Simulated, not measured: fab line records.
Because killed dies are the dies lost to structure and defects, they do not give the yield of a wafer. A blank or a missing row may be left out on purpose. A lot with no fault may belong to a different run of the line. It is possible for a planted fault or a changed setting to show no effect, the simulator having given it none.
fab line records | flow berkeley_cmos170 | part 2 of 2: steps 24 to 32 of 32
[record] lots = 5 | wafers = 15 | last_day = 10
route steps=331 shown V1@266 M2@271 V2@292
lots with no fault: from the same line, run without faults
start_h: hours from the record's opening day to when the first of the lot's shown wafers began | wait_h: how many hours have passed since the lot's step before this one | " identical to the entry in the row above | L1.1+2: several wafers, shown together as one row | - no value, or no start given | * or withheld: withheld | < > ~ a bound
route shown NAME@n: a module of which the file shows steps, and the number in the route of the first | usual: mean/standard deviation of fault-free wafers | same: alike in all rows | chamber/n: place in a boat | sites: readings site by site | _std_site: standard deviation of those values | _edge_site: the outer-site mean with the inner-site mean subtracted | radius_mm: for every site, how far away it sits from the centre of the wafer | mask NAME#n: copy n | behind: the tool/chamber that last shaped the wafer | hold: what put the lot on hold/how long, in hours/how the hold closed | device: whichever transistor did not switch (one of n, p or np) | end of line: at the end of the route, the tests of the same wafers | step lacking rows: just its recipe | killed: count of dies lost to structure and defects at first sort (not the wafer's yield) | map: per-die view of a wafer (x killed, . not killed, _ where there is no die)
set.NAME: the setting as run; set.NAME@STEP: as run at that earlier step | model.NAME: the simulator's own value behind a step, which no gauge read
certain route steps with their lots: each step a table, each wafer a row
services: when a tool's chamber went out of use (start_h, in hours from the record's first day, below 0 if earlier), for how many hours, and the reason
[[steps]]
[step UCB170_M2_METAL_ETCH_18]
[recipe] chemistry = Cl2/BCl3 | target = Al | stop_on = SiO2 | pressure_mtorr = 12 | target_depth_a = 11700 | over_etch_frac = 0.3 | time_s = 195 | icp_w = 600 | bias_w = 120 | Cl2_flow_sccm = 90 | bcl3_flow_sccm = 45
[usual] bias_w = 120.0/0.33 | drypump_motor_current_A = 5.4/0.49 | oes_product_au = 0.847/0.013 | throttle_valve_pct = 24.27/0.085
lot.wafer | tool         | chamber | start_h | wait_h | bias_w | drypump_motor_current_A | oes_product_au | rf_hours_counter_h | throttle_valve_pct
L078.1    | rie_metal-04 | 0       | 172.26  | -      | 120.0  | 5.4                     | 0.850          | 2                  | 24.23
L078.3    | "            | 0       | "       | "      | 120.3  | 5.5                     | 0.854          | -                  | 24.22
L078.4    | "            | 1       | "       | "      | 120.2  | 5.4                     | 0.832          | -                  | 24.31
L082.2    | rie_metal-04 | 1       | 185.56  | -      | 120.1  | 5.4                     | 0.839          | 11                 | 24.30
L082.5    | "            | 0       | "       | "      | 120.2  | 5.5                     | 0.858          | -                  | 24.23
L082.6    | "            | 1       | "       | "      | 119.9  | 5.5                     | 0.825          | -                  | 24.30
L083.1    | rie_metal-02 | 0       | 189.67  | -      | 120.1  | 6.3                     | 0.844          | 6                  | 24.25
L083.3    | "            | 1       | "       | "      | 119.8  | 4.9                     | 0.865          | -                  | 24.33
L083.4    | "            | 0       | "       | "      | 120.2  | 6.3                     | 0.846          | -                  | 24.27
L086.1    | rie_metal-01 | 0       | 212.02  | -      | 120.1  | 4.8                     | 0.827          | 14                 | 24.39
L086.4    | "            | 0       | "       | "      | 120.3  | 4.8                     | 0.814          | -                  | 24.40
L086.5    | "            | 0       | "       | "      | 119.5  | 4.8                     | 0.827          | -                  | 24.38
L089.1    | rie_metal-04 | 0       | 229.84  | -      | 120.1  | 5.4                     | 0.838          | 3                  | 24.23
L089.3    | "            | 0       | "       | "      | 119.5  | 5.4                     | 0.849          | -                  | 24.23
L089.5    | "            | 0       | "       | "      | 120.1  | 5.5                     | 0.853          | -                  | 24.23
[step UCB170_M2_STRIP_19]
[recipe] chemistry = O2 | power_w = 400 | pressure_mtorr = 3500 | platen_temp_c = withheld | o2_flow_sccm = 400 | overash_fraction = 0.5
[usual] drypump_motor_current_A = 5.7/0.3 | oes_product_au = 0.543/0.016
lot.wafer | tool            | chamber | start_h | wait_h | drypump_motor_current_A | oes_product_au | rf_hours_counter_h
L078.1    | plasma_asher-04 | 0       | 172.44  | 0.1    | 5.3                     | 0.558          | 43
L078.3    | "               | 1       | "       | "      | 6.3                     | 0.558          | -
L078.4    | "               | 0       | "       | "      | 5.3                     | 0.554          | -
L082.2    | plasma_asher-03 | 1       | 185.75  | 0.1    | 5.6                     | 0.550          | 44
L082.5    | "               | 1       | "       | "      | 5.6                     | 0.552          | -
L082.6    | "               | 0       | "       | "      | 5.6                     | 0.549          | -
L083.1    | plasma_asher-04 | 0       | 189.86  | 0.1    | 5.3                     | 0.560          | 45
L083.3    | "               | 0       | "       | "      | 5.3                     | 0.542          | -
L083.4    | "               | 1       | "       | "      | 6.2                     | 0.551          | -
L086.1    | plasma_asher-03 | 1       | 212.21  | 0.1    | 5.6                     | 0.520          | 46
L086.4    | "               | 1       | "       | "      | 5.5                     | 0.511          | -
L086.5    | "               | 1       | "       | "      | 5.5                     | 0.509          | -
L089.1    | plasma_asher-03 | 0       | 230.03  | 0.1    | 5.6                     | 0.566          | 48
L089.3    | "               | 0       | "       | "      | 5.6                     | 0.543          | -
L089.5    | "               | 1       | "       | "      | 5.6                     | 0.554          | -
[step UCB170_M2_CD_MEAS_90]
[recipe] target_cd_nm = 700
[usual] cd_nm = 702/3
lot.wafer | tool      | chamber | start_h | wait_h | cd_nm
L078.1    | cd_sem-01 | -       | 172.58  | 0.1    | 695
L078.3    | "         | -       | "       | "      | 694
L078.4    | "         | -       | "       | "      | 700
L082.2    | cd_sem-01 | -       | 185.87  | 0.1    | 705
L082.5    | "         | -       | "       | "      | 702
L082.6    | "         | -       | "       | "      | 704
L083.1    | cd_sem-02 | -       | 189.96  | 0.1    | 699
L083.3    | "         | -       | "       | "      | 706
L083.4    | "         | -       | "       | "      | 699
L086.1    | cd_sem-01 | -       | 212.31  | 0.1    | 703
L086.4    | "         | -       | "       | "      | 702
L086.5    | "         | -       | "       | "      | 701
L089.1    | cd_sem-01 | -       | 230.13  | 0.1    | 701
L089.3    | "         | -       | "       | "      | 701
L089.5    | "         | -       | "       | "      | 700
[step UCB170_V2_CVD_00]
[recipe] material = SiO2 | target_thk_nm = 2000 | temp_c = 390 | precursor = TEOS/O2 | time_s = 250 | rf_w = 550 | pressure_mtorr = 9000
[usual] heater_power_w = 253/61
lot.wafer | tool     | chamber | start_h | wait_h | heater_power_w | since_wet_clean_h
L078.1    | pecvd-02 | 2       | 172.70  | 0.1    | 239            | 144
L078.3    | "        | 0       | "       | "      | 277            | 144
L078.4    | "        | 2       | "       | "      | 162            | -
L082.2    | pecvd-02 | 1       | 185.97  | 0.1    | 315            | 158
L082.5    | "        | 2       | "       | "      | 164            | -
L082.6    | "        | 0       | "       | "      | 311            | -
L083.1    | pecvd-04 | 1       | 190.08  | 0.1    | 231            | 376
L083.3    | "        | 2       | "       | "      | 209            | 376
L083.4    | "        | 1       | "       | "      | 173            | -
L086.1    | pecvd-02 | 1       | 212.43  | 0.1    | 311            | 184
L086.4    | "        | 1       | "       | "      | 222            | -
L086.5    | "        | 0       | "       | "      | 228            | -
L089.1    | pecvd-02 | 1       | 230.25  | 0.1    | 273            | 202
L089.3    | "        | 2       | "       | "      | 232            | 202
L089.5    | "        | 2       | "       | "      | 166            | -
[step UCB170_V2_THK_MEAS_01]
[recipe] reads = SiO2_of_V2_CVD_00
[usual] V2_TEOS_THK = 2002/26
lot.wafer | tool          | chamber | start_h | wait_h | V2_TEOS_THK[nm]
L078.1    | film_metro-04 | -       | 172.85  | 0.1    | 2013
L078.3    | "             | -       | "       | "      | 1983
L078.4    | "             | -       | "       | "      | 2017
L082.2    | film_metro-04 | -       | 186.13  | 0.1    | 2037
L082.5    | "             | -       | "       | "      | 2039
L082.6    | "             | -       | "       | "      | 2016
L083.1    | film_metro-02 | -       | 190.24  | 0.1    | 1978
L083.3    | "             | -       | "       | "      | 1990
L083.4    | "             | -       | "       | "      | 2012
L086.1    | film_metro-04 | -       | 212.59  | 0.1    | 1993
L086.4    | "             | -       | "       | "      | 2027
L086.5    | "             | -       | "       | "      | 2023
L089.1    | film_metro-01 | -       | 230.40  | 0.1    | 2000
L089.3    | "             | -       | "       | "      | 1972
L089.5    | "             | -       | "       | "      | 1992
[step UCB170_V2_CMP_02]
[recipe] material = SiO2 | down_force_psi = 6 | platen_rpm = 60 | pad_velocity_m_s = 0.75398
[usual] motor_current_A = 15.9/1.5
lot.wafer | tool   | chamber | start_h | wait_h | motor_current_A
L078.3    | cmp-02 | 3       | 172.91  | 0.0    | 18.4
L078.4    | "      | 0       | "       | "      | 14.1
L078.1    | "      | 2       | "       | "      | 17.4
L082.2    | cmp-01 | 3       | 186.23  | 0.1    | 15.8
L082.5    | "      | 2       | "       | "      | 16.7
L082.6    | "      | 3       | "       | "      | 14.2
L083.4    | cmp-02 | 1       | 190.30  | 0.0    | 13.8
L083.1    | "      | 2       | "       | "      | 17.1
L083.3    | "      | 0       | "       | "      | 12.6
L086.4    | cmp-02 | 0       | 212.65  | 0.0    | 13.4
L086.1    | "      | 1       | "       | "      | 13.7
L086.5    | "      | 1       | "       | "      | 14.4
L089.3    | cmp-01 | 3       | 230.46  | 0.0    | 15.1
L089.1    | "      | 1       | "       | "      | 17.2
L089.5    | "      | 3       | "       | "      | 15.4
[step UCB170_V2_BOW_MEAS_03]
[recipe] mode = bow
[usual] V2_BOW = 38/7.3
lot.wafer | tool          | chamber | start_h | wait_h | V2_BOW[um]
L078.1    | film_metro-04 | -       | 173.21  | 0.1    | 38
L078.3    | "             | -       | "       | "      | 39
L078.4    | "             | -       | "       | "      | 43
L082.2    | film_metro-01 | -       | 186.50  | 0.2    | 35
L082.5    | "             | -       | "       | "      | 53
L082.6    | "             | -       | "       | "      | 45
L083.1    | film_metro-01 | -       | 190.60  | 0.2    | 40
L083.3    | "             | -       | "       | "      | 33
L083.4    | "             | -       | "       | "      | 45
L086.1    | film_metro-01 | -       | 212.95  | 0.2    | 35
L086.4    | "             | -       | "       | "      | 29
L086.5    | "             | -       | "       | "      | 32
L089.1    | film_metro-01 | -       | 230.76  | 0.1    | 51
L089.3    | "             | -       | "       | "      | 32
L089.5    | "             | -       | "       | "      | 32
[step UCB170_V2_THK_MEAS_04]
[recipe] reads = SiO2_of_V2_CVD_00
[usual] V2_POLISHED_THK = 1000.3/1.2
lot.wafer | tool          | chamber | start_h | wait_h | V2_POLISHED_THK[nm]
L078.1    | film_metro-04 | -       | 173.33  | 0.1    | 1000.3
L078.3    | "             | -       | "       | "      | 1002.4
L078.4    | "             | -       | "       | "      | 998.2
L082.2    | film_metro-01 | -       | 186.61  | 0.1    | 1001.5
L082.5    | "             | -       | "       | "      | 1001.3
L082.6    | "             | -       | "       | "      | 1000.6
L083.1    | film_metro-01 | -       | 190.72  | 0.1    | 1000.7
L083.3    | "             | -       | "       | "      | 998.7
L083.4    | "             | -       | "       | "      | 1000.8
L086.1    | film_metro-01 | -       | 213.07  | 0.1    | 999.3
L086.4    | "             | -       | "       | "      | 996.8
L086.5    | "             | -       | "       | "      | 997.2
L089.1    | film_metro-01 | -       | 230.88  | 0.1    | 1000.6
L089.3    | "             | -       | "       | "      | 999.5
L089.5    | "             | -       | "       | "      | 1000.6
[step UCB170_V2_CLEAN_05]
[recipe] chemistry = DIW
lot.wafer  | tool         | chamber | start_h | wait_h
L078.1+3+4 | wet_bench-04 | 0       | 174.37  | 1.0
L082.2+5+6 | wet_bench-04 | 3       | 186.66  | 0.0
L083.1+3+4 | wet_bench-04 | 1       | 190.78  | 0.1
L086.1+4+5 | wet_bench-04 | 2       | 213.13  | 0.1
L089.1+3+5 | wet_bench-04 | 3       | 230.94  | 0.1
[[services]]
tool            | chamber | start_h | hours | kind
cmp-01          | -       | 150.24  | 4.8   | pm
cmp-02          | -       | 153.63  | 0.3   | repair
rie_diel-04     | 3       | 156.15  | 16.7  | repair
krf_scanner-02  | -       | 156.65  | 1.3   | repair
krf_scanner-01  | -       | 158.06  | 4.0   | pm
rie_diel-04     | 0       | 161.49  | 2.4   | repair
rie_diel-03     | 1       | 165.41  | 8.2   | repair
rie_diel-03     | 0       | 167.75  | 7.6   | repair
krf_scanner-02  | -       | 170.65  | 0.9   | repair
cmp-02          | -       | 171.83  | 1.0   | repair
krf_scanner-02  | -       | 173.43  | 1.0   | pm
rie_diel-02     | 3       | 176.94  | 2.9   | repair
rie_diel-04     | 2       | 177.69  | 3.3   | repair
pvd_sputter-01  | -       | 177.75  | 2.2   | repair
pvd_sputter-03  | -       | 182.89  | 1.7   | repair
plasma_asher-04 | -       | 188.00  | 1.8   | repair
cmp-01          | -       | 198.05  | 1.2   | repair
pvd_sputter-03  | -       | 203.90  | 3.9   | repair
pvd_sputter-01  | 3       | 204.91  | -     | consumable_replace:kit
krf_scanner-01  | -       | 216.54  | 1.0   | pm
rie_diel-02     | 1       | 222.92  | 5.3   | repair
cmp-02          | -       | 226.75  | 4.7   | pm
rie_diel-01     | 2       | 228.55  | 4.9   | repair
pecvd-02        | -       | 230.81  | 0.7   | repair
